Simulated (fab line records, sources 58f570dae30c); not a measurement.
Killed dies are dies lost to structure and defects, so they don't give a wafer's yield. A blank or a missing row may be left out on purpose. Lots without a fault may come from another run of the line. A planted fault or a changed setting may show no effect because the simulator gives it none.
Which tool did it? | flow berkeley_cmos170 | 15 lots, 45 wafers sampled, at 5 steps of a route of 331

WHAT THE GAUGES READ, wafer by wafer
UCB170_GATE_CD_MEAS_90: target cd 350 nm.
lot  | measured     | on        | cd_nm (nm)
L847 | day 8 06:01  | cd_sem-01 | 348.2 349.4 349.2
L849 | day 8 06:11  | cd_sem-01 | - - -
L846 | day 8 06:20  | cd_sem-02 | - - -
L855 | day 9 06:20  | cd_sem-02 | 348.4 352.8 350.1
L853 | day 9 06:38  | cd_sem-01 | 350.2 349.7 349.9
L854 | day 9 07:04  | cd_sem-01 | 348.4 349.7 348.1
L852 | day 9 07:17  | cd_sem-01 | 354.1 353.3 354.0
L851 | day 9 18:52  | cd_sem-01 | - - -
L856 | day 9 18:58  | cd_sem-02 | 351.0 348.1 348.9
L857 | day 9 19:04  | cd_sem-01 | 350.8 350.2 349.6
L858 | day 9 23:58  | cd_sem-01 | 349.9 350.1 350.7
L859 | day 10 00:01 | cd_sem-02 | 348.6 347.7 347.9
L861 | day 10 16:28 | cd_sem-02 | 351.3 351.4 350.8
L860 | day 10 16:43 | cd_sem-01 | 347.0 349.2 349.6
L863 | day 11 11:05 | cd_sem-01 | 353.3 351.2 350.9

UCB170_M2_RS_MEAS_02: measures by four-point-probe.
lot  | measured     | on            | M2_AL_RS (ohm/sq)
L847 | day 10 05:25 | film_metro-03 | 0.0313 0.0309 0.0308
L855 | day 10 17:27 | film_metro-03 | 0.0305 0.0308 0.0309
L853 | day 10 19:55 | film_metro-03 | 0.0309 0.0308 0.0310
L854 | day 10 17:37 | film_metro-04 | 0.0309 0.0312 0.0310
L852 | day 10 20:28 | film_metro-04 | 0.0308 0.0315 0.0318
L856 | day 11 05:00 | film_metro-01 | 0.0313 0.0313 0.0312
L857 | day 11 00:58 | film_metro-04 | 0.0313 0.0313 0.0315
L858 | day 11 10:53 | film_metro-01 | 0.0309 0.0309 0.0309
L859 | day 11 11:07 | film_metro-04 | 0.0309 0.0310 0.0308
L861 | day 11 22:53 | film_metro-01 | 0.0308 0.0311 0.0312
L860 | day 11 22:53 | film_metro-03 | 0.0311 0.0317 0.0311
L863 | day 12 13:07 | film_metro-01 | 0.0304 0.0310 0.0306

UCB170_M3_CD_MEAS_90: target cd 700 nm.
lot  | measured     | on        | cd_nm (nm)
L847 | day 10 18:49 | cd_sem-02 | 706 705 704
L855 | day 11 03:42 | cd_sem-02 | 700 706 701
L853 | day 11 06:30 | cd_sem-02 | 697 698 701
L854 | day 11 05:53 | cd_sem-01 | 695 696 694
L852 | day 11 06:14 | cd_sem-01 | 703 709 705
L856 | day 11 12:31 | cd_sem-01 | 699 702 700
L857 | day 11 09:08 | cd_sem-02 | 699 700 702
L858 | day 11 20:36 | cd_sem-01 | 704 702 700
L859 | day 11 20:49 | cd_sem-02 | 697 694 698
L861 | day 12 06:17 | cd_sem-02 | 701 701 695
L860 | day 12 07:22 | cd_sem-01 | 707 705 706
L863 | day 12 21:46 | cd_sem-02 | 694 699 692

WHICH TOOL RAN EACH LOT (tool, then ch and the chambers of the sampled wafers, then the start)
lot  | UCB170_GATE_ETCH_15              | UCB170_M3_ETCH_17
L847 | rie_si-01 ch 0,3, day 8 05:51    | rie_diel-02 ch 0,1,3, day 10 18:28
L849 | rie_si-01 ch 0,3, day 8 06:01    | -
L846 | rie_si-02 ch 0,1,3, day 8 06:08  | -
L855 | rie_si-01 ch 0,2,3, day 9 06:11  | rie_diel-02 ch 1,2, day 11 03:22
L853 | rie_si-02 ch 0,2,3, day 9 06:28  | rie_diel-03 ch 1,3, day 11 06:09
L854 | rie_si-01 ch 2,3, day 9 06:50    | rie_diel-02 ch 1,2, day 11 05:31
L852 | rie_si-02 ch 0,1,3, day 9 07:07  | rie_diel-04 ch 0,2,3, day 11 05:53
L851 | rie_si-01 ch 0,3, day 9 18:41    | -
L856 | rie_si-02 ch 0,1, day 9 18:49    | rie_diel-04 ch 2,3, day 11 12:10
L857 | rie_si-01 ch 0,1,2, day 9 18:56  | rie_diel-04 ch 0,1,3, day 11 08:48
L858 | rie_si-02 ch 1,2, day 9 23:47    | rie_diel-04 ch 2,3, day 11 20:15
L859 | rie_si-01 ch 0,1, day 9 23:52    | rie_diel-02 ch 1,2, day 11 20:29
L861 | rie_si-02 ch 1,2,3, day 10 16:19 | rie_diel-04 ch 0,1,2, day 12 05:58
L860 | rie_si-01 ch 1,2,3, day 10 16:31 | rie_diel-02 ch 1,3, day 12 06:58
L863 | rie_si-01 ch 1,3, day 11 10:55   | rie_diel-03 ch 0,3, day 12 21:25
- UCB170_GATE_ETCH_15: etches poly-Si in HBr/Cl2, stops on SiO2, time 56.3 s, target depth 278.2 nm.
- UCB170_M3_ETCH_17: etches BARC in N2/H2.

WHAT THE TOOLS THEMSELVES READ (means of the sampled wafers that have a number; where no wafer has one, the mark that the record gives instead)
UCB170_GATE_ETCH_15.
lot  | tool      | HBr_flow_sccm (sccm) | bias_w (W) | chamber_pressure_mTorr (mTorr) | drypump_motor_current_A (A) | oes_product_au (a.u.) | throttle_valve_pct (%)
L847 | rie_si-01 | 149.9                | 149.9      | 14.999                         | 5.4                         | 0.846                 | 26.42
L849 | rie_si-01 | -                    | -          | -                              | -                           | -                     | -
L846 | rie_si-02 | -                    | -          | -                              | -                           | -                     | -
L855 | rie_si-01 | 149.7                | 150.1      | 15.002                         | 5.7                         | 0.835                 | 26.45
L853 | rie_si-02 | 150.2                | 149.6      | 14.997                         | 6.1                         | 0.842                 | 26.19
L854 | rie_si-01 | 150.1                | 149.4      | 14.996                         | 5.7                         | 0.846                 | 26.51
L852 | rie_si-02 | 150.0                | 149.6      | 15.001                         | 5.9                         | 0.832                 | 26.27
L851 | rie_si-01 | -                    | -          | -                              | -                           | -                     | -
L856 | rie_si-02 | 150.3                | 150.5      | 14.980                         | 5.9                         | 0.851                 | 26.31
L857 | rie_si-01 | 149.7                | 150.1      | 15.012                         | 5.8                         | 0.827                 | 26.50
L858 | rie_si-02 | 149.5                | 149.7      | 14.999                         | 5.7                         | 0.836                 | 26.54
L859 | rie_si-01 | 149.9                | 150.1      | 14.999                         | 5.6                         | 0.829                 | 26.50
L861 | rie_si-02 | 150.2                | 149.8      | 15.001                         | 5.8                         | 0.838                 | 26.38
L860 | rie_si-01 | 149.9                | 150.3      | 15.007                         | 5.6                         | 0.833                 | 26.52
L863 | rie_si-01 | 149.9                | 150.0      | 14.997                         | 5.3                         | 0.855                 | 26.51

UCB170_M3_ETCH_17.
lot  | tool        | bias_w (W) | chamber_pressure_mTorr (mTorr) | drypump_motor_current_A (A) | n2_flow_sccm (sccm) | oes_product_au (a.u.) | throttle_valve_pct (%)
L847 | rie_diel-02 | 99.97      | 29.972                         | 5.7                         | 99.8                | 1.007                 | 13.43
L855 | rie_diel-02 | 99.92      | 30.008                         | 5.7                         | 99.8                | 0.993                 | 13.55
L853 | rie_diel-03 | 99.91      | 30.012                         | 5.7                         | 100.2               | 0.977                 | 13.37
L854 | rie_diel-02 | 99.86      | 30.008                         | 5.7                         | 99.9                | 1.004                 | 13.54
L852 | rie_diel-04 | 99.99      | 30.003                         | 5.6                         | 99.8                | 0.994                 | 13.51
L856 | rie_diel-04 | 99.73      | 30.028                         | 5.5                         | 99.7                | 0.992                 | 13.39
L857 | rie_diel-04 | 100.02     | 30.000                         | 6.0                         | 99.8                | 0.998                 | 13.63
L858 | rie_diel-04 | 99.87      | 29.993                         | 5.7                         | 100.3               | 0.976                 | 13.52
L859 | rie_diel-02 | 100.03     | 30.009                         | 5.7                         | 100.0               | 1.009                 | 13.55
L861 | rie_diel-04 | 99.66      | 30.024                         | 5.8                         | 99.7                | 1.006                 | 13.51
L860 | rie_diel-02 | 100.10     | 29.993                         | 5.5                         | 100.1               | 1.004                 | 13.43
L863 | rie_diel-03 | 99.78      | 29.989                         | 5.9                         | 99.9                | 0.981                 | 13.49

THE ANSWER, worked out from the rows above alone
Rule: what is usual is taken from the lots themselves. Put in order of their means at a reading, lots are off if they are a third of the lots or fewer, leave a main group of 4 or more, and stand apart from it by a gap of 3 or more times the standard deviation of the main group's means; of several such gaps the widest counts. A main group whose means are all the same, to the digits that the tables above print for the reading, isn't used. A lot without any number at a reading at which 4 lots or more have one is off too. The other lots that the step has rows for count as sound. The gauges are gone through in route order, then the tools' own readings, and for those a lot's mean is taken as printed above. The first step at which some lot is off is used, and at that step the reading that is off furthest; a lot without a number counts as furthest.
Off: L849, L846, L851, at UCB170_GATE_CD_MEAS_90 (cd_nm). Without a number there: L849, L846, L851. The main group: mean 350.1 nm, standard deviation 1.5.
A tool fits if, at a process step before that reading, it ran every lot that is off, and no sound lot after the first of them. The gauges at UCB170_GATE_CD_MEAS_90 aren't tried: what is off there is off at UCB170_GATE_ETCH_15 too, on other tools, and a gauge's error can't cause that. None of those tried fits.

WHAT THE SIMULATOR HAD PUT IN
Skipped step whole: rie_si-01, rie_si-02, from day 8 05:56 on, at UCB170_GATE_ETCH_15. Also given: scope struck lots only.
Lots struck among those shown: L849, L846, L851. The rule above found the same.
